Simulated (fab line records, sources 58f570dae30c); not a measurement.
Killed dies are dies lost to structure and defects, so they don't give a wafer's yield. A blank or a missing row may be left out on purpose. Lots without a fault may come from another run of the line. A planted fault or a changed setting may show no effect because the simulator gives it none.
Which tool did it? | flow berkeley_cmos170 | 15 lots, 45 wafers sampled, at 4 steps of a route of 331

WHAT THE GAUGES READ, wafer by wafer
UCB170_PWELL_OVL_MEAS_13.
lot  | measured    | on         | PWELL_OVL (nm)
L877 | day 3 00:55 | overlay-02 | -8 -2 -4
L879 | day 3 17:38 | overlay-01 | 0 3 -2
L880 | day 3 17:53 | overlay-02 | -2 -1 0
L881 | day 4 00:12 | overlay-02 | -12 -9 -2
L891 | day 6 00:49 | overlay-02 | 6 1 5
L892 | day 6 11:28 | overlay-02 | -8 -5 -9
L893 | day 6 15:23 | overlay-01 | -1 -3 -5
L894 | day 6 20:23 | overlay-01 | -6 -2 -9
L895 | day 6 22:34 | overlay-01 | 3 0 2
L896 | day 7 06:20 | overlay-01 | 2 -2 2
L897 | day 7 12:09 | overlay-01 | 7 5 -3
L900 | day 7 23:58 | overlay-02 | -7 -8 -4

UCB170_PWELL_TW_MEAS_17.
lot  | measured    | on            | PWELL_TW
L877 | day 3 01:18 | film_metro-04 | 373 375 375
L879 | day 3 18:02 | film_metro-01 | 378 377 377
L880 | day 3 18:16 | film_metro-01 | 378 376 375
L881 | day 4 00:35 | film_metro-01 | 379 379 382
L891 | day 6 01:12 | film_metro-01 | 375 376 375
L892 | day 6 11:52 | film_metro-04 | 375 376 377
L893 | day 6 15:46 | film_metro-04 | 374 375 376
L894 | day 6 20:47 | film_metro-01 | 377 375 375
L895 | day 6 22:57 | film_metro-01 | 373 376 376
L896 | day 7 06:43 | film_metro-04 | 374 374 374
L897 | day 7 12:32 | film_metro-01 | 374 372 376
L900 | day 8 00:21 | film_metro-03 | 380 379 378

WHICH TOOL RAN EACH LOT (tool, then ch and the chambers of the sampled wafers, then the start)
lot  | UCB170_NWELL_OXIDATION_01    | UCB170_PWELL_STRIP_16
L877 | furnace-04 ch 0, day 2 00:31 | plasma_asher-04 ch 0,1, day 3 01:12
L879 | furnace-03 ch 0, day 2 10:52 | plasma_asher-03 ch 0,1, day 3 17:56
L880 | furnace-03 ch 0, day 2 10:52 | plasma_asher-01 ch 0,1, day 3 18:10
L881 | furnace-04 ch 0, day 2 19:47 | plasma_asher-01 ch 0,1, day 4 00:29
L884 | furnace-02, day 3 13:27      | -
L885 | furnace-02, day 3 18:39      | -
L886 | furnace-02, day 3 18:39      | -
L891 | furnace-02 ch 0, day 4 23:34 | plasma_asher-01 ch 0,1, day 6 01:05
L892 | furnace-02 ch 0, day 5 05:06 | plasma_asher-03 ch 0,1, day 6 11:46
L893 | furnace-02 ch 0, day 5 09:03 | plasma_asher-01 ch 0,1, day 6 15:41
L894 | furnace-04 ch 0, day 5 15:42 | plasma_asher-01 ch 0,1, day 6 20:41
L895 | furnace-02 ch 0, day 5 21:02 | plasma_asher-03 ch 0,1, day 6 22:51
L896 | furnace-02 ch 0, day 6 02:38 | plasma_asher-03 ch 0,1, day 7 06:37
L897 | furnace-04 ch 0, day 6 07:43 | plasma_asher-03 ch 0,1, day 7 12:26
L900 | furnace-03 ch 0, day 6 19:52 | plasma_asher-03 ch 0,1, day 8 00:15
- UCB170_NWELL_OXIDATION_01: target thk 26.4 nm, ox time 1260 s.
- UCB170_PWELL_STRIP_16: strips in O2.

WHAT THE TOOLS THEMSELVES READ (means of the sampled wafers that have a number; where no wafer has one, the mark that the record gives instead)
UCB170_NWELL_OXIDATION_01.
lot  | tool       | ox_temp_c (C) | ox_temp_c_max | spike_tc_centre_C (C)
L877 | furnace-04 | 999.9         | 1003.6        | 1000.7
L879 | furnace-03 | 1000.1        | 1005.4        | 1002.5
L880 | furnace-03 | 1000.2        | 1005.8        | 1002.8
L881 | furnace-04 | 999.4         | 1003.1        | 1000.9
L884 | furnace-02 | -             | -             | -
L885 | furnace-02 | -             | -             | -
L886 | furnace-02 | -             | -             | -
L891 | furnace-02 | 999.7         | 1006.3        | 1003.8
L892 | furnace-02 | 1000.2        | 1005.7        | 1003.2
L893 | furnace-02 | 1000.4        | 1007.3        | 1003.9
L894 | furnace-04 | 1000.5        | 1004.4        | 1001.2
L895 | furnace-02 | 999.5         | 1005.8        | 1003.2
L896 | furnace-02 | 1000.6        | 1006.6        | 1002.4
L897 | furnace-04 | 999.7         | 1004.1        | 1002.4
L900 | furnace-03 | 1000.1        | 1006.0        | 1001.4

UCB170_PWELL_STRIP_16.
lot  | tool            | drypump_motor_current_A (A) | o2_flow_sccm (sccm) | oes_product_au (a.u.) | strip_time_to_endpoint_s (s)
L877 | plasma_asher-04 | 5.9                         | 400.0               | 0.724                 | 18.07
L879 | plasma_asher-03 | 5.9                         | 400.2               | 0.722                 | 18.05
L880 | plasma_asher-01 | 5.6                         | 398.6               | 0.719                 | 18.05
L881 | plasma_asher-01 | 5.5                         | 401.2               | 0.717                 | 18.14
L891 | plasma_asher-01 | 5.5                         | 399.9               | 0.718                 | 18.14
L892 | plasma_asher-03 | 5.7                         | 400.5               | 0.717                 | 18.06
L893 | plasma_asher-01 | 5.5                         | 398.6               | 0.721                 | 18.15
L894 | plasma_asher-01 | 5.5                         | 400.2               | 0.722                 | 18.01
L895 | plasma_asher-03 | 5.7                         | 399.6               | 0.721                 | 18.20
L896 | plasma_asher-03 | 6.0                         | 400.2               | 0.721                 | 18.18
L897 | plasma_asher-03 | 5.7                         | 400.0               | 0.721                 | 18.10
L900 | plasma_asher-03 | 5.7                         | 399.4               | 0.719                 | 18.11

THE ANSWER, worked out from the rows above alone
Rule: what is usual is taken from the lots themselves. Put in order of their means at a reading, lots are off if they are a third of the lots or fewer, leave a main group of 4 or more, and stand apart from it by a gap of 3 or more times the standard deviation of the main group's means; of several such gaps the widest counts. A main group whose means are all the same, to the digits that the tables above print for the reading, isn't used. A lot without any number at a reading at which 4 lots or more have one is off too. The other lots that the step has rows for count as sound. The gauges are gone through in route order, then the tools' own readings, and for those a lot's mean is taken as printed above. The first step at which some lot is off is used, and at that step the reading that is off furthest; a lot without a number counts as furthest.
Off: L884, L885, L886, at UCB170_NWELL_OXIDATION_01 (ox_temp_c). Without a number there: L884, L885, L886. The main group: mean 1000.0 C, standard deviation 0.37.
A tool fits if, at that step or a process step before it, it ran every lot that is off, and no sound lot after the first of them. None of those tried fits.

WHAT THE SIMULATOR HAD PUT IN
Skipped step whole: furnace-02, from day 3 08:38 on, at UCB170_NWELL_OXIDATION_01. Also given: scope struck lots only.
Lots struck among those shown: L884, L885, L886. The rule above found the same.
